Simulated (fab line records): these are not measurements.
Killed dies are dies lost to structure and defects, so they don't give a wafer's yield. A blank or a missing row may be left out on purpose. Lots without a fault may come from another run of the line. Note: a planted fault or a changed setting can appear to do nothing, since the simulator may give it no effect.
Comparing a struck lot with a sound one    flow rit cmos    44 out of 202 route steps
Sound: these wafers, L908.1, L908.2, L908.3. Struck: wafers L928.2, L928.4, L928.6. At the end, the cause is stated.
At each step with rows: each side's tool, then ch and its chambers, then its first start. Under that, the readings that differ: sound wafers    struck wafers    difference of the means    sigmas: that difference in standard deviations of wafers without a fault.
alike: same words and numbers on both sides, and readings whose means sit less than 2 such deviations apart. not compared: any withheld reading, any reading some wafer has no value for, any bound like >300 that may hide the same value, and any number with overlapping values for which the record gives no deviation.
Wherever a step has rows on one side only, a row that says differs or no value, or a row with sigmas, the two part there. Numbers that have no deviation but don't overlap get no sigmas and don't part them. A reading that every wafer of one side lacks parts them only if that side has two wafers or more.

first, 4 steps without rows for these wafers: RIT_PLDD_SOFTBAKE_02 (time 60 s); RIT_PLDD_EXPOSE_03 (exposes mask M8, target cd 40900 nm); RIT_PLDD_PEB_04; RIT_PLDD_DEVELOP_05 (develop time 50 s).
RIT_PLDD_OVL_MEAS_06:
  struck on overlay-01, day 7 04:34; sound on overlay-02, day 2 19:36
  alike: PLDD_OVL
then, 2 steps without rows for these wafers: RIT_PLDD_HARDBAKE_07 (time 60 s); RIT_PLDD_IMPLANT_08.
RIT_PLDD_STRIP_09: strips in O2, time 180 s.
  sound on plasma asher-01 ch 0,1, day 2 19:56; struck on plasma asher-03 ch 0,1, day 7 04:53
  alike: drypump motor current A, o2 flow sccm
  not compared: rf hours counter h
RIT_PLDD_TW_MEAS_10:
  struck on film metro-02, day 7 05:04; sound on film metro-01, day 2 20:07
  alike: PLDD_TW
then, 3 steps without rows for these wafers: RIT_SPACER_CLEAN_00 (cleans in SC1, time 600 s); RIT_SPACER_CLEAN_01 (cleans in dHF, time 30 s); RIT_SPACER_CLEAN_02 (cleans in SC2, time 600 s).
RIT_SPACER_CVD_03: deposits Si3N4 from SiH2Cl2/NH3, target thk 250 nm, time 3300 s.
  sound on lpcvd-02 ch 0, day 2 20:32; struck on lpcvd-02 ch 0, day 7 05:31
reading                                   sound              struck             difference  sigmas
model.Si3N4_of_SPACER_CVD_03.thk nm (nm)  252.8 251.7 247.8  194.5 193.6 194.2  -56.7       
  alike: spike tc source C
RIT_SPACER_THK_MEAS_04:
  struck on film metro-04, day 7 07:40; sound on film metro-01, day 2 22:28
reading                  sound              struck             difference  sigmas
SPACER_NITRIDE_THK (nm)  252.9 251.6 248.0  194.5 193.8 194.4  -56.6       -27
  not compared: hold
RIT_SPACER_ETCHBACK_05: etches Si3N4 in SF6/CHF3, stops on SiO2, target depth 250 nm, time 240 s.
  sound on rie diel-02 ch 0,1,3, day 2 22:31; struck on rie diel-04 ch 1,3, day 7 09:57
reading                   sound              struck                                                                      difference                    sigmas
hold                      - - -              await dispo/2.2h/release await dispo/2.2h/release await dispo/2.2h/release  no value on the sound wafers  
oes product au (a.u.)     0.851 0.841 0.850  0.733 0.708 0.731                                                           -0.123                        -9
model.etch.depth nm (nm)  252.8 251.7 247.8  194.5 193.6 194.2                                                           -56.7                         
  alike: drypump motor current A, rf fwd power W, throttle valve pct
  not compared: rf hours counter h
then, 6 steps without rows for these wafers: RIT_NSD_HMDS_00 (prime time 60 s); RIT_NSD_COAT_01 (resist thk 1000 nm); RIT_NSD_SOFTBAKE_02 (time 60 s); RIT_NSD_EXPOSE_03 (exposes mask M9, target cd 40700 nm); RIT_NSD_PEB_04; RIT_NSD_DEVELOP_05 (develop time 50 s).
RIT_NSD_OVL_MEAS_06:
  struck on overlay-01, day 7 11:15; sound on overlay-01, day 2 23:38
  alike: NSD_OVL
then, 2 steps without rows for these wafers: RIT_NSD_HARDBAKE_07 (time 60 s); RIT_NSD_IMPLANT_08.
RIT_NSD_STRIP_09: strips in O2, time 180 s.
  sound on plasma asher-03 ch 0,1, day 2 23:59; struck on plasma asher-01 ch 0,1, day 7 11:49
  alike: drypump motor current A, o2 flow sccm
  not compared: rf hours counter h
RIT_NSD_TW_MEAS_10:
  struck on film metro-01, day 7 12:00; sound on film metro-03, day 3 00:09
  alike: NSD_TW
then, 6 steps without rows for these wafers: RIT_PSD_HMDS_00 (prime time 60 s); RIT_PSD_COAT_01 (resist thk 1000 nm); RIT_PSD_SOFTBAKE_02 (time 60 s); RIT_PSD_EXPOSE_03 (exposes mask M10, target cd 40900 nm); RIT_PSD_PEB_04; RIT_PSD_DEVELOP_05 (develop time 50 s).
RIT_PSD_OVL_MEAS_06:
  struck on overlay-01, day 7 13:05; sound on overlay-02, day 3 01:04
  alike: PSD_OVL
then, 2 steps without rows for these wafers: RIT_PSD_HARDBAKE_07 (time 60 s); RIT_PSD_IMPLANT_08.
RIT_PSD_STRIP_09: strips in O2, time 180 s.
  sound on plasma asher-04 ch 0,1, day 3 01:24; struck on plasma asher-04 ch 0,1, day 7 13:50
  alike: drypump motor current A, o2 flow sccm
  not compared: rf hours counter h
RIT_PSD_TW_MEAS_10:
  struck on film metro-03, day 7 14:03; sound on film metro-02, day 3 01:34
  alike: PSD_TW
then, 3 steps without rows for these wafers: RIT_SDANNEAL_CLEAN_00 (cleans in SC1, time 600 s); RIT_SDANNEAL_CLEAN_01 (cleans in dHF, time 30 s); RIT_SDANNEAL_CLEAN_02 (cleans in SC2, time 600 s).
RIT_SDANNEAL_RTA_03: time 5 s.
  sound on rtp anneal-01 ch 0, day 3 02:00; struck on rtp anneal-01 ch 0, day 7 14:40
  alike: wafer_temp_C_max
RIT_SDANNEAL_RS_MEAS_04: uses a four-point probe to measure.
  struck on film metro-03, day 7 14:44; sound on film metro-03, day 3 02:04
  alike: PSD_RS
RIT_SILICIDE_WET_ETCH_00: etches SiO2 in BOE, target depth 14 nm, time 15 s.
  sound on wet bench-02 ch 0, day 3 02:32; struck on wet bench-03 ch 1, day 7 15:17
reading                                   sound              struck         difference  sigmas
model.Si3N4_of_SPACER_CVD_03.thk nm (nm)  197.6 196.4 192.8  151 151 150.6  -45         
RIT_M1_PROBE_99:
  struck on prober-01, day 8 02:20; sound on prober-01, day 3 09:32
reading  sound  struck                                                                      difference                    sigmas
hold     - - -  await dispo/2.9h/release await dispo/2.9h/release await dispo/2.9h/release  no value on the sound wafers  
  alike: killed at front end, killed dies, killed open, killed short

WHERE THEY PART
First at RIT_SPACER_THK_MEAS_04; last, within this record, at RIT_M1_PROBE_99.

WHY: what the simulator had put in
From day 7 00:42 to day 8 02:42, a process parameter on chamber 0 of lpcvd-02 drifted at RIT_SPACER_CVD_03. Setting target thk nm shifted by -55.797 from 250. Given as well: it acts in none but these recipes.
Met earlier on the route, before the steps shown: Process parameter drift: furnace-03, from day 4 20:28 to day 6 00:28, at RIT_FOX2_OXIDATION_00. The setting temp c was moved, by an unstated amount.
